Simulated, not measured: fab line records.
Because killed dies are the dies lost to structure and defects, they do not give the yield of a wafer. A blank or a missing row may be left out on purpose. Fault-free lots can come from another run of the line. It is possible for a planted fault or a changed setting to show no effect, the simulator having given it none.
Struck lot and sound lot, side by side	flow berkeleyCmos170	17 out of 331 route steps
Sound: these wafers, L283.2, L283.5, L283.6. Struck: wafers L296.3, L296.5, L296.6. At the end, the cause is stated.
At each step with rows: each side's tool, then ch and its chambers, then its first start. Under that, the readings that differ: sound wafers	struck wafers	difference of the means	sigmas: that difference in standard deviations of wafers without a fault.
alike: words and numbers the same on both sides, and readings whose means are apart by under 2 such deviations; not compared: readings that were withheld, readings missing a value for some wafer, numbers with overlapping values and no deviation given by the record, and bounds like >300 which may hide the same value.
Wherever a step has rows on one side only, a row that says differs or no value, or a row with sigmas, the two part there. Numbers that have no deviation but don't overlap get no sigmas and don't part them. Lack of a reading on every wafer of one side parts them only where that side has two or more wafers.

first, 5 steps without rows for these wafers: UCB170_WELLDRIVE_ANNEAL_03 (time 900 s); UCB170_WELLDRIVE_WET_ETCH_04 (etches SiO2 in BOE, time 120 s); UCB170_ACTIVE_CLEAN_00 (cleans in SPM, time 600 s); UCB170_ACTIVE_CLEAN_01 (cleans in dHF, time 60 s); UCB170_ACTIVE_OXIDATION_02 (target thk 26.4 nm, ox time 1260 s).
UCB170_ACTIVE_THK_MEAS_03:
  struck on filmMetro-03, day 7 13:19; sound on filmMetro-04, day 4 02:38
  alike: ACTIVE_OXIDE_THK
then, 2 steps without rows for these wafers: UCB170_ACTIVE_ANNEAL_04 (time 900 s); UCB170_ACTIVE_CVD_05 (deposits Si3N4 from SiH2Cl2/NH3, target thk 220 nm, time 3300 s).
UCB170_ACTIVE_THK_MEAS_06:
  struck on filmMetro-04, day 7 22:10; sound on filmMetro-02, day 4 10:20
  alike: ACTIVE_NITRIDE_THK
then, 3 steps without rows for these wafers: UCB170_ACTIVE_HMDS_07 (prime time 60 s); UCB170_ACTIVE_COAT_08 (resist thk 900 nm); UCB170_ACTIVE_SOFTBAKE_09 (time 60 s).
UCB170_ACTIVE_EXPOSE_10: exposes mask ACTIVE, target cd 1200 nm.
  sound on krfScanner-02 ch 0, day 4 11:19; struck on krfScanner-02 ch 0, day 7 22:49
reading	sound	struck	difference	sigmas
exposureDoseMJCm2	19.989 19.993 19.978	19.816 19.818 19.817	-0.170	-7
  alike: mask
then, 2 steps without rows for these wafers: UCB170_ACTIVE_PEB_11; UCB170_ACTIVE_DEVELOP_12 (develop time 45 s).
UCB170_ACTIVE_CD_MEAS_13: target cd 1200 nm.
  struck on cdSem-01, day 7 23:13; sound on cdSem-02, day 4 12:13
reading	sound	struck	difference	sigmas
cdNm (nm)	1200.0 1199.5 1199.1	1196.4 1195.2 1192.9	-4.7	-3
UCB170_ACTIVE_OVL_MEAS_14:
  struck on overlay-01, day 7 23:18; sound on overlay-02, day 4 12:19
  alike: ACTIVE_OVL

== WHERE THEY PART ==
Earliest at UCB170_ACTIVE_EXPOSE_10; latest, in this record, at UCB170_ACTIVE_CD_MEAS_13. Later steps at which nothing parts them and some readings are alike: UCB170_ACTIVE_OVL_MEAS_14.

WHY: what had been put in by the simulator
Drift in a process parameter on krfScanner-02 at UCB170_ACTIVE_EXPOSE_10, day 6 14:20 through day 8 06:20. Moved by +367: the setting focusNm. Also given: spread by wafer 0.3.
